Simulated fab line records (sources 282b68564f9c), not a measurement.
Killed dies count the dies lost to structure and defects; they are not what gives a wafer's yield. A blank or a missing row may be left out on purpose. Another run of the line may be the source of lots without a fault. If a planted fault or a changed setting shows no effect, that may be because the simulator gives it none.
Problem report, 8D (eight disciplines) form, completed by code + flow rit_cmos + the parts of the form that need people (team, actions taken, sign-off) are left out

## 1. PROBLEM STATEMENT
Wafers without a fault read 0.842 a.u., standard deviation 0.014; oes_product_au at RIT_SPACER_ETCHBACK_05 reads a mean of 0.659 a.u. on 2 wafers belonging to 2 lots. That is -13 standard deviations from the usual mean.
The step: etches Si3N4 in SF6/CHF3, stops on SiO2, target depth 250 nm, time 240 s.
The first sign was on wafer L559.3 at day 5 19:13, on rie_diel-04. The record has a number at this step for 42 wafers belonging to 14 lots. Rule for "out" (also "out of limits"): further than 4 standard deviations from the usual mean. All remaining wafers that have a number are taken as sound.

## 2. WHAT IT IS; WHAT IT IS NOT
| question                    | is               | is not                                                                                       |
|-----------------------------|------------------|----------------------------------------------------------------------------------------------|
| which readings at this step | oes_product_au   | drypump_motor_current_A, throttle_valve_pct                                                  |
| which lots                  | L559, L560       | L545, L546, L548, L550, L551, L552, L553, L558, L561, L563, L564, L568                       |
| which wafers of those lots  | L559.3, L560.3   | L559.1, L559.2, L560.1, L560.5                                                               |
| read on which tools         | rie_diel-04      | rie_diel-02, rie_diel-03                                                                     |
| when                        | from day 5 19:13 | up to then (26 sound wafers); but 14 sound wafers of L560, L561, L563, L564, L568 came after |

## 3. SUSPECTS, AND WHAT RULES EACH OUT
Counting: any tool at a process step up to the reading remains a suspect provided it ran every lot that is out. Sound lots after the first of them don't rule it out here, since some wafers of a struck lot are sound.
- rie_diel-04 at RIT_SPACER_ETCHBACK_05 (etches Si3N4 in SF6/CHF3, stops on SiO2, target depth 250 nm, time 240 s): kept. Ran every lot that is out, first one L559 (day 5 19:13); last sound lot up to then L551 (day 4 08:59). Out on those wafers are its own readings of oes_product_au.
- In rie_diel-04 at RIT_SPACER_ETCHBACK_05, the wafers that are out were processed in chamber 0 and their sound lot-mates in chambers 1, 3.
The count leaves rie_diel-04 at RIT_SPACER_ETCHBACK_05.

## 4. THE CAUSE (what the simulator had put in)
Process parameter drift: rie_diel-04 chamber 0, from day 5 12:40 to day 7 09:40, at RIT_SPACER_ETCHBACK_05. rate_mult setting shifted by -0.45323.
Only this tool survived the counting.

## 5. THE EFFECT CHAIN, in route order
One row per reading whose mean, taken over the struck wafers that have a number, lies over 3 standard deviations from the usual. Only readings for which the record gives a usual standard deviation are gone through. hours: the time from each lot's start at the first step in this table that gives one to its start at this step, as a median over the lots. sigmas: the change in usual standard deviations.
| hours | step                   | reading        | usual      | on struck wafers | change | sigmas |
|-------|------------------------|----------------|------------|------------------|--------|--------|
| 0     | RIT_SPACER_ETCHBACK_05 | oes_product_au | 0.842 a.u. | 0.659            | -0.182 | -13    |
Process steps it contains:
- RIT_SPACER_ETCHBACK_05: etches Si3N4 in SF6/CHF3, stops on SiO2, target depth 250 nm, time 240 s.

## 6. WHAT WOULD HAVE CAUGHT IT SOONER
7 hours passed between the start of the fault at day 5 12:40 and the first reading out of limits in this record, taken at day 5 19:13.
